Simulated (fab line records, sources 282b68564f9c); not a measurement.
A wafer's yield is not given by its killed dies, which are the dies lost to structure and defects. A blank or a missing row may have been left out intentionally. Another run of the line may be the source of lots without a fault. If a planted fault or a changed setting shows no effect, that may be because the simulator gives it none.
Problem report in the 8D (eight disciplines) form, filled by code ; flow ritCmos ; the parts of the form that need people (team, actions taken, sign-off) are left out

1. THE PROBLEM
GATE_OVL at RIT_GATE_OVL_MEAS_17 reads a mean of 239.9 nm on 9 wafers of 3 lots; wafers without a fault read 0.1 nm with a standard deviation of 1.5. That is +99 or more standard deviations from the usual mean.
First observed at day 3 23:32: wafer L762.1, on overlay-01. At this step, 42 wafers from 14 lots have a number in the record. The rule behind "out" and "out of limits": a value lying over 4 standard deviations away from the usual mean. The rest of the wafers with a number are treated as sound.

2. WHAT IT IS, AND WHAT IT ISN'T
question;is;is not
which readings at this step;GATE_OVL;-
which lots;L762, L766, L767;L756, L757, L758, L760, L764, L768, L769, L771, L772, L776, L779
which wafers of those lots;all that have a number;-
read on which gauges;overlay-01, overlay-02;-
when;from day 3 23:32;"up to then (12 sound wafers); but 21 sound wafers of L764, L768, L769, L771, L772, L776, L779 came after"

3. THE SUSPECTS, EACH WITH WHAT RULES IT OUT
Counting: a tool stays on the suspect list if, at a process step up to the reading, it processed all lots that are out and no sound lot following the first of them.
- the gauge at RIT_GATE_OVL_MEAS_17: ruled out. Those wafers that are out were read across 2 gauges (overlay-01, overlay-02).
- ilineStepper-02 at RIT_GATE_EXPOSE_13 (exposes mask M6, target cd 150 nm): kept. It ran every lot that is out, first L762 (day 3 23:01), and no sound lot after that; its last sound lot up to then is L760 (day 3 09:08).
Left after counting: ilineStepper-02 at RIT_GATE_EXPOSE_13.

4. THE CAUSE (what the simulator had put in)
Scanner matching overlay: ilineStepper-02, from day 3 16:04 on, at RIT_GATE_EXPOSE_13. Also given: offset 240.
The count eliminated every tool but this one.

5. THE CHAIN OF EFFECTS, in route order
Rows list readings where the struck wafers' mean (over those with a number) sits beyond 3 standard deviations from the usual. Scope: only readings with a usual standard deviation given in the record; hours: median across lots of the time from each lot's start at the first step in this table that gives one to its start at this step; sigmas: change in usual standard deviations.
hours;step;reading;usual;on struck wafers;change;sigmas
0;RIT_GATE_OVL_MEAS_17;GATE_OVL;0.1 nm;239.9;+239.8;+99 or more

6. HOW IT WOULD HAVE BEEN CAUGHT EARLIER
Counted from the fault's start at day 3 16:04, it took 7 hours until the first out-of-limits reading at a measuring or inspecting step in this record, taken at day 3 23:32.
Among the 3 lots that are out, L766, L767 began RIT_GATE_EXPOSE_13 on ilineStepper-02 after day 3 23:32. A hold on the tool at that time would have spared those 2.
